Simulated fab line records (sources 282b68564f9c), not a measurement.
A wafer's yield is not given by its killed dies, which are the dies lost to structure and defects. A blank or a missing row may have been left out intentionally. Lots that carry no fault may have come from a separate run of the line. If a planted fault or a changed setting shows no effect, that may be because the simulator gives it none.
Which tool is to blame? + flow rit-cmos + 36 wafers from 12 lots sampled at 6 of the route's 202 steps

WHAT THE GAUGES SHOWED, per wafer
RIT_GATE_THK_MEAS_07.
| lot  | measured    | on            | GATE_OXIDE_THK (nm) |
|------|-------------|---------------|---------------------|
| L571 | day 2 15:22 | film-metro-01 | 3.09 3.16 3.06      |
| L572 | day 3 01:19 | film-metro-02 | 2.94 3.00 2.98      |
| L573 | day 3 05:13 | film-metro-04 | 3.06 3.00 3.00      |
| L575 | day 3 16:23 | film-metro-01 | 3.13 3.11 3.12      |
| L576 | day 3 21:34 | film-metro-02 | 3.01 3.02 2.99      |
| L581 | day 4 22:28 | film-metro-01 | 3.04 3.09 3.11      |
| L583 | day 5 07:20 | film-metro-01 | 3.06 3.04 3.04      |
| L584 | day 5 11:43 | film-metro-01 | 3.03 3.02 3.04      |
| L585 | day 5 13:20 | film-metro-04 | 3.01 3.16 3.08      |
| L586 | day 5 19:30 | film-metro-02 | 2.96 3.01 2.97      |
| L592 | day 7 03:21 | film-metro-04 | 3.01 3.04 3.03      |
| L593 | day 7 09:47 | film-metro-01 | 3.03 3.08 3.07      |

RIT_GATE_CD_MEAS_90 targets a cd of 150 nm.
| lot  | measured    | on        | cd-nm (nm)        |
|------|-------------|-----------|-------------------|
| L571 | day 2 18:49 | cd-sem-02 | 150.2 148.0 149.2 |
| L572 | day 3 04:39 | cd-sem-02 | 147.1 146.9 146.4 |
| L573 | day 3 08:25 | cd-sem-02 | 152.2 151.3 150.6 |
| L575 | day 3 20:26 | cd-sem-02 | 153.0 151.1 151.3 |
| L576 | day 4 01:41 | cd-sem-02 | 148.2 147.1 146.9 |
| L581 | day 5 01:47 | cd-sem-01 | 148.0 149.3 148.1 |
| L583 | day 5 11:04 | cd-sem-01 | 149.3 149.5 150.4 |
| L584 | day 5 15:23 | cd-sem-02 | 148.6 146.5 148.3 |
| L585 | day 5 16:50 | cd-sem-01 | 150.4 151.1 150.6 |
| L586 | day 5 23:00 | cd-sem-02 | 150.9 152.2 149.7 |
| L592 | day 7 06:38 | cd-sem-02 | 147.3 146.9 148.7 |
| L593 | day 7 13:05 | cd-sem-02 | 153.4 152.4 149.8 |

RIT_NSD_TW_MEAS_10.
| lot  | measured    | on            | NSD_TW                        |
|------|-------------|---------------|-------------------------------|
| L571 | day 3 06:55 | film-metro-04 | 3070 3068 3065                |
| L572 | day 3 18:40 | film-metro-04 | 3073 3073 3060                |
| L573 | day 3 18:54 | film-metro-03 | 3090 3102 3100                |
| L575 | day 4 09:05 | film-metro-03 | 3115 3097 3108                |
| L576 | day 4 13:51 | film-metro-03 | 3108 3112 3098                |
| L581 | day 5 13:23 | film-metro-01 | 3329 3313 3318 3309 3332 3331 |
| L583 | day 5 21:28 | film-metro-01 | 3104 3102 3106                |
| L584 | day 6 03:30 | film-metro-04 | 3332 3335 3323 3302 3315 3325 |
| L585 | day 6 03:19 | film-metro-04 | 3098 3099 3097                |
| L586 | day 6 11:25 | film-metro-04 | 3097 3108 3101                |
| L592 | day 7 18:10 | film-metro-03 | 3094 3098 3107                |
| L593 | day 8 03:21 | film-metro-01 | 3147 3148 3124                |

RIT_SDANNEAL_RS_MEAS_05: measurement is done with a four-point probe.
| lot  | measured    | on            | NSD_RS (ohm/sq)                     |
|------|-------------|---------------|-------------------------------------|
| L571 | day 3 09:04 | film-metro-03 | 84.24 84.03 83.99                   |
| L572 | day 3 20:58 | film-metro-04 | 84.66 84.45 84.23                   |
| L573 | day 3 21:16 | film-metro-03 | 84.36 84.16 84.31                   |
| L575 | day 4 11:15 | film-metro-03 | 84.51 84.35 84.41                   |
| L576 | day 4 16:08 | film-metro-01 | 84.42 84.27 84.59                   |
| L581 | day 5 19:27 | film-metro-01 | 64.42 64.32 64.25 64.36 64.30 64.30 |
| L583 | day 5 23:44 | film-metro-01 | 84.23 84.15 84.07                   |
| L584 | day 6 13:37 | film-metro-03 | 64.30 64.19 64.16 64.38 64.16 64.19 |
| L585 | day 6 05:25 | film-metro-04 | 85.05 84.60 84.65                   |
| L586 | day 6 13:31 | film-metro-04 | 84.05 84.24 84.43                   |
| L592 | day 7 20:12 | film-metro-04 | 84.67 84.76 84.48                   |
| L593 | day 8 05:30 | film-metro-01 | 84.11 84.00 84.21                   |

RIT_M1_CD_MEAS_09 targets a cd of 2600 nm.
| lot  | measured    | on        | cd-nm (nm)           |
|------|-------------|-----------|----------------------|
| L571 | day 3 13:48 | cd-sem-01 | 2598.4 2599.2 2598.8 |
| L572 | day 4 01:38 | cd-sem-02 | 2600.4 2600.4 2600.8 |
| L573 | day 4 02:04 | cd-sem-02 | 2598.9 2601.1 2600.0 |
| L575 | day 4 15:59 | cd-sem-02 | 2595.1 2597.0 2599.4 |
| L576 | day 4 20:56 | cd-sem-02 | 2598.2 2599.5 2600.1 |
| L583 | day 6 04:26 | cd-sem-01 | 2599.1 2598.0 2597.1 |
| L585 | day 6 09:55 | cd-sem-01 | 2600.9 2599.4 2599.7 |
| L586 | day 6 18:32 | cd-sem-01 | 2599.9 2599.2 2601.2 |
| L592 | day 8 00:49 | cd-sem-02 | 2601.0 2602.6 2600.9 |
| L593 | day 8 09:58 | cd-sem-02 | 2599.7 2600.1 2600.7 |

WHAT TOOL EACH LOT RAN ON (gives the tool, then ch and the chambers of the sampled wafers, and finally the start)
| lot  | RIT_NSD_IMPLANT_08             |
|------|--------------------------------|
| L571 | implanter-02 ch 0, day 3 06:35 |
| L572 | implanter-03 ch 0, day 3 18:23 |
| L573 | implanter-01 ch 0, day 3 18:36 |
| L575 | implanter-01 ch 0, day 4 08:47 |
| L576 | implanter-03 ch 0, day 4 13:32 |
| L581 | implanter-01 ch 0, day 5 13:06 |
| L583 | implanter-03 ch 0, day 5 21:08 |
| L584 | implanter-01 ch 0, day 6 03:11 |
| L585 | implanter-02 ch 0, day 6 02:59 |
| L586 | implanter-02 ch 0, day 6 11:08 |
| L592 | implanter-03 ch 0, day 7 17:52 |
| L593 | implanter-03 ch 0, day 8 03:01 |
- RIT_NSD_IMPLANT_08

WHAT THE TOOLS THEMSELVES READ (means of the sampled wafers that have a number; where no wafer has one, the mark that the record gives instead)
RIT_NSD_IMPLANT_08.
| lot  | tool         | beam-on-s (s) | faraday-current-uA |
|------|--------------|---------------|--------------------|
| L571 | implanter-02 | 9.83          | 3186               |
| L572 | implanter-03 | 10.05         | 3128               |
| L573 | implanter-01 | 10.12         | 3103               |
| L575 | implanter-01 | 9.99          | 3130               |
| L576 | implanter-03 | 10.05         | 3111               |
| L581 | implanter-01 | 14.12         | 2219               |
| L583 | implanter-03 | 9.84          | 3179               |
| L584 | implanter-01 | 14.46         | 2167               |
| L585 | implanter-02 | 10.04         | 3115               |
| L586 | implanter-02 | 9.95          | 3137               |
| L592 | implanter-03 | 10.11         | 3102               |
| L593 | implanter-03 | 10.04         | 3110               |

THE ANSWER, worked out from the rows above alone
Rule: usual is defined by the lots themselves. The widest of any qualifying gaps counts: lots, ordered by their means at a reading, are off when they make up no more than a third of the lots, leave a main group of 4 or more, and stand apart from it by 3 or more times the standard deviation of that group's means. A main group whose means are all the same, to the digits that the tables above print for the reading, isn't used. Also off: a lot with no number at a reading for which 4 or more lots have one. Where the step has rows for the other lots, those lots are counted as sound. After the gauges, taken in route order, come the tools' own readings; for these a lot's mean is taken, as printed above. At the first step where some lot is off, the reading lying furthest off is the one used; lots without a number count as furthest.
Off: at RIT_NSD_TW_MEAS_10 (NSD_TW), L581, L584. The main group: mean 3099, standard deviation 19.
A tool fits if, at a process step before that reading, it ran every lot that is off, and no sound lot after the first of them. The gauges at RIT_NSD_TW_MEAS_10 aren't tried: what is off there is off at RIT_NSD_IMPLANT_08 too, on other tools, and a gauge's error can't cause that. One fits: implanter-01 at RIT_NSD_IMPLANT_08. Its last sound lot is L575 (day 4 08:47), its first lot that is off L581 (day 5 13:06): a fault that began between those two fits.
The tool's own readings at RIT_NSD_IMPLANT_08 bear it out: on the lots that are off they differ by more than 5 times the standard deviation of the sound lots' means. beam-on-s reads 14.29 s there against 10.00 s on the sound lots; faraday-current-uA reads 2193 there against 3130 on the sound lots.

WHAT THE SIMULATOR HAD INSERTED
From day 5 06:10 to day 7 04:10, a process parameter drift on implanter-01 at RIT_NSD_IMPLANT_08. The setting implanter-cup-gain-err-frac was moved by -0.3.
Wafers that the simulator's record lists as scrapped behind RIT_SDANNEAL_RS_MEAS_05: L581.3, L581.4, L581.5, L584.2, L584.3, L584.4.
Struck lots among those shown: L581, L584. The rule given above showed the same thing.
